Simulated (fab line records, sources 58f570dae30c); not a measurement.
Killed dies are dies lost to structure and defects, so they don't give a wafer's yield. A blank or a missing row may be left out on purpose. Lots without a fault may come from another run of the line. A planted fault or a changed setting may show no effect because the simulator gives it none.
Which tool did it? | flow berkeley_cmos170 | 14 lots, 42 wafers sampled, at 5 steps of a route of 331

WHAT THE GAUGES READ, wafer by wafer
UCB170_NWELL_TW_MEAS_16.
lot  | measured    | on            | NWELL_TW
L828 | day 2 06:44 | film_metro-01 | 1265 1265 1257
L829 | day 2 14:13 | film_metro-02 | 1227 1228 1232
L830 | day 2 17:59 | film_metro-01 | 1262 1260 1259
L831 | day 3 02:29 | film_metro-01 | 1268 1258 1266
L834 | day 3 17:18 | film_metro-02 | 1235 1233 1229
L836 | day 4 03:05 | film_metro-02 | 1234 1230 1229
L837 | day 4 07:32 | film_metro-02 | 1126 1131 1135
L838 | day 4 12:30 | film_metro-03 | 1236 1232 1232
L840 | day 4 13:44 | film_metro-03 | 1231 1235 1223
L841 | day 5 00:02 | film_metro-01 | 1162 1169 1167
L844 | day 5 20:26 | film_metro-01 | 1261 1265 1261
L846 | day 5 23:02 | film_metro-02 | 1233 1235 1238
L845 | day 5 23:17 | film_metro-01 | 1269 1268 1270
L847 | day 6 07:02 | film_metro-02 | 1240 1244 1245

UCB170_ACTIVE_THK_MEAS_06.
lot  | measured    | on            | ACTIVE_NITRIDE_THK (nm)
L828 | day 4 08:25 | film_metro-04 | 217.1 218.9 219.7
L829 | day 4 08:25 | film_metro-01 | 222.1 222.1 221.8
L830 | day 4 08:25 | film_metro-02 | 222.6 222.4 223.5
L831 | day 5 06:04 | film_metro-01 | 217.8 217.3 218.6
L834 | day 5 17:37 | film_metro-01 | 220.7 220.0 221.5
L836 | day 6 03:32 | film_metro-01 | 217.7 217.6 217.6
L837 | day 6 12:56 | film_metro-01 | 216.9 217.6 217.8
L838 | day 6 20:08 | film_metro-01 | 221.2 220.6 218.3
L840 | day 6 17:36 | film_metro-02 | 216.3 216.9 217.2
L841 | day 6 20:08 | film_metro-04 | 222.3 223.5 223.1
L844 | day 7 20:13 | film_metro-02 | 220.9 220.0 219.7
L846 | day 7 20:13 | film_metro-04 | 217.9 217.1 217.1
L845 | day 7 20:13 | film_metro-01 | 220.3 219.2 221.1
L847 | day 8 07:42 | film_metro-01 | 222.3 221.0 219.8

WHICH TOOL RAN EACH LOT (tool, then ch and the chambers of the sampled wafers, then the start)
lot  | UCB170_NWELL_IMPLANT_14        | UCB170_PWELL_ETCH_14              | UCB170_PWELL_STRIP_16
L828 | implanter-04 ch 0, day 2 06:29 | rie_diel-03 ch 1,2,3, day 3 04:56 | plasma_asher-02 ch 0,1, day 3 05:11
L829 | implanter-01 ch 0, day 2 13:58 | rie_diel-01 ch 0,1,3, day 3 07:55 | plasma_asher-01 ch 0,1, day 3 08:10
L830 | implanter-02 ch 0, day 2 17:44 | rie_diel-04 ch 0,2,3, day 3 08:17 | plasma_asher-03 ch 0, day 3 08:32
L831 | implanter-02 ch 0, day 3 02:14 | rie_diel-03 ch 0,2,3, day 3 18:28 | plasma_asher-03 ch 0, day 3 18:43
L834 | implanter-01 ch 0, day 3 17:05 | rie_diel-04 ch 0,2, day 4 07:16   | plasma_asher-02 ch 0,1, day 4 07:33
L836 | implanter-02 ch 0, day 4 02:51 | rie_diel-04 ch 1,2, day 4 17:56   | plasma_asher-02 ch 0,1, day 4 18:11
L837 | implanter-04 ch 0, day 4 07:17 | rie_diel-03 ch 1,2,3, day 5 07:10 | plasma_asher-03 ch 0,1, day 5 07:25
L838 | implanter-01 ch 0, day 4 12:15 | rie_diel-01 ch 1,2,3, day 5 14:48 | plasma_asher-02 ch 0,1, day 5 15:03
L840 | implanter-02 ch 0, day 4 13:30 | rie_diel-03 ch 1,3, day 5 14:31   | plasma_asher-01 ch 0, day 5 14:46
L841 | implanter-04 ch 0, day 4 23:49 | rie_diel-04 ch 0,1,3, day 5 17:34 | plasma_asher-02 ch 1, day 5 17:49
L844 | implanter-01 ch 0, day 5 20:02 | rie_diel-04 ch 0,1, day 6 15:07   | plasma_asher-02 ch 0,1, day 6 15:22
L846 | implanter-01 ch 0, day 5 22:48 | rie_diel-03 ch 2,3, day 6 14:55   | plasma_asher-01 ch 0,1, day 6 15:10
L845 | implanter-02 ch 0, day 5 23:02 | rie_diel-01 ch 1,2, day 6 15:23   | plasma_asher-01 ch 0,1, day 6 15:38
L847 | implanter-01 ch 0, day 6 06:47 | rie_diel-03 ch 0,2,3, day 7 03:07 | plasma_asher-02 ch 0,1, day 7 03:22
- UCB170_NWELL_IMPLANT_14
- UCB170_PWELL_ETCH_14: etches Si3N4 in CH3F/Ar/O2, stops on SiO2, target depth 242 nm, time 151 s.
- UCB170_PWELL_STRIP_16: strips in O2.

WHAT THE TOOLS THEMSELVES READ (means of the sampled wafers that have a number; where no wafer has one, the mark that the record gives instead)
UCB170_NWELL_IMPLANT_14.
lot  | tool         | beam_on_s (s) | end_station_pressure_torr (Torr) | faraday_current_uA
L828 | implanter-04 | 9.99          | 5e-06                            | 31.8
L829 | implanter-01 | 9.99          | 5e-06                            | 31.7
L830 | implanter-02 | 10.09         | 5e-06                            | 31.5
L831 | implanter-02 | 9.85          | 5e-06                            | 32.2
L834 | implanter-01 | 9.94          | 5e-06                            | 32.0
L836 | implanter-02 | 10.21         | 5e-06                            | 31.1
L837 | implanter-04 | 7.86          | 5e-06                            | 40.2
L838 | implanter-01 | 9.91          | 5e-06                            | 31.8
L840 | implanter-02 | 10.13         | 5e-06                            | 31.4
L841 | implanter-04 | 7.68          | 5e-06                            | 41.3
L844 | implanter-01 | 10.00         | 5e-06                            | 31.7
L846 | implanter-01 | 9.85          | 5e-06                            | 32.1
L845 | implanter-02 | 10.11         | 5e-06                            | 31.4
L847 | implanter-01 | 10.06         | 5e-06                            | 31.5

UCB170_PWELL_ETCH_14.
lot  | tool        | drypump_motor_current_A (A) | oes_product_au (a.u.) | throttle_valve_pct (%)
L828 | rie_diel-03 | 6.00                        | 0.949                 | 8.09
L829 | rie_diel-01 | 5.96                        | 0.942                 | 8.12
L830 | rie_diel-04 | 5.95                        | 0.950                 | 7.97
L831 | rie_diel-03 | 5.95                        | 0.950                 | 8.01
L834 | rie_diel-04 | 5.94                        | 0.950                 | 7.95
L836 | rie_diel-04 | 5.53                        | 0.940                 | 8.01
L837 | rie_diel-03 | 6.01                        | 0.941                 | 8.08
L838 | rie_diel-01 | 5.98                        | 0.935                 | 8.19
L840 | rie_diel-03 | 5.96                        | 0.954                 | 8.09
L841 | rie_diel-04 | 5.98                        | 0.933                 | 8.03
L844 | rie_diel-04 | 5.81                        | 0.937                 | 8.07
L846 | rie_diel-03 | 6.10                        | 0.950                 | 8.10
L845 | rie_diel-01 | 6.31                        | 0.943                 | 8.22
L847 | rie_diel-03 | 5.94                        | 0.951                 | 8.02

UCB170_PWELL_STRIP_16.
lot  | tool            | drypump_motor_current_A (A) | oes_product_au (a.u.) | strip_time_to_endpoint_s (s)
L828 | plasma_asher-02 | 5.5                         | 0.724                 | 18.01
L829 | plasma_asher-01 | 5.5                         | 0.722                 | 18.20
L830 | plasma_asher-03 | 6.1                         | 0.720                 | 18.07
L831 | plasma_asher-03 | 6.1                         | 0.720                 | 18.15
L834 | plasma_asher-02 | 5.5                         | 0.722                 | 18.01
L836 | plasma_asher-02 | 5.6                         | 0.723                 | 18.06
L837 | plasma_asher-03 | 6.1                         | 0.723                 | 18.24
L838 | plasma_asher-02 | 5.3                         | 0.722                 | 18.12
L840 | plasma_asher-01 | 5.4                         | 0.718                 | 18.30
L841 | plasma_asher-02 | 5.8                         | 0.725                 | 18.10
L844 | plasma_asher-02 | 5.5                         | 0.718                 | 18.11
L846 | plasma_asher-01 | 5.5                         | 0.723                 | 18.11
L845 | plasma_asher-01 | 5.6                         | 0.722                 | 18.16
L847 | plasma_asher-02 | 5.3                         | 0.720                 | 18.16

THE ANSWER, worked out from the rows above alone
Rule: what is usual is taken from the lots themselves. Put in order of their means at a reading, lots are off if they are a third of the lots or fewer, leave a main group of 4 or more, and stand apart from it by a gap of 3 or more times the standard deviation of the main group's means; of several such gaps the widest counts. A main group whose means are all the same, to the digits that the tables above print for the reading, isn't used. A lot without any number at a reading at which 4 lots or more have one is off too. The other lots that the step has rows for count as sound. The gauges are gone through in route order, then the tools' own readings, and for those a lot's mean is taken as printed above. The first step at which some lot is off is used, and at that step the reading that is off furthest; a lot without a number counts as furthest.
Off: L837, L841, at UCB170_NWELL_TW_MEAS_16 (NWELL_TW). The main group: mean 1246, standard deviation 15.
A tool fits if, at a process step before that reading, it ran every lot that is off, and no sound lot after the first of them. The gauges at UCB170_NWELL_TW_MEAS_16 aren't tried: what is off there is off at UCB170_NWELL_IMPLANT_14 too, on other tools, and a gauge's error can't cause that. One fits: implanter-04 at UCB170_NWELL_IMPLANT_14. Its last sound lot is L828 (day 2 06:29), its first lot that is off L837 (day 4 07:17): a fault that began between those two fits.
The tool's own readings at UCB170_NWELL_IMPLANT_14 bear it out: on the lots that are off they differ by more than 5 times the standard deviation of the sound lots' means. beam_on_s reads 7.77 s there against 10.01 s on the sound lots; faraday_current_uA reads 40.8 there against 31.7 on the sound lots.

WHAT THE SIMULATOR HAD PUT IN
Process parameter drift: implanter-04, from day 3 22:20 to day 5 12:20, at UCB170_NWELL_IMPLANT_14. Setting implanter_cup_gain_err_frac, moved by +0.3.
Lots struck among those shown: L837, L841. The rule above found the same.
